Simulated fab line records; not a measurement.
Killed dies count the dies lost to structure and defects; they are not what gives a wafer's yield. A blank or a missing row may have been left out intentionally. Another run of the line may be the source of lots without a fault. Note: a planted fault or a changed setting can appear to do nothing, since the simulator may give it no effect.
Problem report, 8D (eight disciplines) form, completed by code | flow rit-cmos | the parts of the form that need people (team, actions taken, sign-off) are left out

1. PROBLEM STATEMENT
Wafers free of any fault read 250.3 nm (standard deviation 2.4) for SPACER_NITRIDE_THK at RIT_SPACER_THK_MEAS_04, against a mean of 353.2 nm on 6 wafers of 2 lots. That puts it +43 standard deviations away from the usual mean.
The first sign was on wafer L108.1 at day 6 15:31, on film-metro-04. At this step, 42 wafers from 14 lots have a number in the record. Rule for "out", or "out of limits": more than 4 standard deviations from the usual mean. The other wafers with a number count as sound.

2. WHAT IT IS, AND WHAT IT ISN'T
question                    | is                     | is not
which readings at this step | SPACER_NITRIDE_THK     | -
which lots                  | L108, L111             | L100, L102, L103, L105, L110, L115, L993, L994, L995, L996, L997, L998
which wafers of those lots  | all that have a number | -
read on which gauges        | film-metro-04          | film-metro-01, film-metro-03
when                        | from day 6 15:31       | up to then (30 sound wafers); but 6 sound wafers of L110, L115 came after

3. THE SUSPECTS, EACH WITH WHAT RULES IT OUT
Counting: a tool stays on the suspect list if, at a process step up to the reading, it processed all lots that are out and no sound lot following the first of them.
- the gauge at RIT_SPACER_THK_MEAS_04 has been ruled out. All the wafers that are out were read on film-metro-04, but those of them that RIT_SPACER_CVD_03 has rows for are out there too, on other tools.
- lpcvd-02 at RIT_SPACER_CVD_03 (deposits Si3N4 from SiH2Cl2/NH3, target thk 250 nm, time 3300 s): kept. Every lot that is out went through it, starting with L108 (day 6 13:36), and after that it ran no sound lot; the last sound lot it ran before then is L105 (day 5 19:40). Its own readings are out on those wafers: spike-tc-centre-C, spike-tc-load-C, spike-tc-source-C.
The count leaves lpcvd-02 at RIT_SPACER_CVD_03.

4. THE CAUSE (what the simulator had put in)
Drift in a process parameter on lpcvd-02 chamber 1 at RIT_SPACER_CVD_03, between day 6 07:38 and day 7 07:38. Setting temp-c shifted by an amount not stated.
The count eliminated every tool but this one.

5. THE EFFECT CHAIN, in route order
Rows list readings where the struck wafers' mean (over those with a number) sits beyond 3 standard deviations from the usual. Only readings for which the record gives a usual standard deviation are gone through. hours: the time from each lot's start at the first step in this table that gives one to its start at this step, as a median over the lots. sigmas: the change in usual standard deviations.
hours | step                   | reading             | usual      | on struck wafers | change | sigmas
0     | RIT_SPACER_CVD_03      | spike-tc-centre-C   | 811.9 C    | 830.2            | +18.4  | +13
0     | RIT_SPACER_CVD_03      | spike-tc-load-C     | 836 C      | 862              | +26    | +6.6
0     | RIT_SPACER_CVD_03      | spike-tc-source-C   | 831.1 C    | 852.6            | +21.5  | +15
2     | RIT_SPACER_THK_MEAS_04 | SPACER_NITRIDE_THK  | 250.3 nm   | 353.2            | +102.9 | +43
2     | RIT_SPACER_ETCHBACK_05 | oes-product-au      | 0.844 a.u. | 0.980            | +0.136 | +10
13    | RIT_M1_PROBE_99        | killed-at-front-end | 6.6        | 264.0            | +257.4 | +92
13    | RIT_M1_PROBE_99        | killed-dies         | 6.6        | 264.0            | +257.4 | +92
13    | RIT_M1_PROBE_99        | killed-on-rim       | 1.8        | 70.0             | +68.2  | +49
It contains these process steps:
- RIT_SPACER_CVD_03: deposits Si3N4 from SiH2Cl2/NH3, target thk 250 nm, time 3300 s.
- RIT_SPACER_ETCHBACK_05: etches Si3N4 in SF6/CHF3, stops on SiO2, target depth 250 nm, time 240 s.
- RIT_M1_PROBE_99

6. HOW IT WOULD HAVE BEEN CAUGHT EARLIER
The first out-of-limits reading at a measuring or inspecting step in this record came at day 6 15:31, 8 hours after the fault's start at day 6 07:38.
Tool's own readings at RIT_SPACER_CVD_03, spike-tc-centre-C, spike-tc-load-C, spike-tc-source-C: out on all struck wafers the step has rows for; an alarm limit on them would have tripped on the first.
Lots out: 2; of these, L111 started RIT_SPACER_CVD_03 on lpcvd-02 after day 6 15:31. It would have been spared by a hold on the tool at that moment.
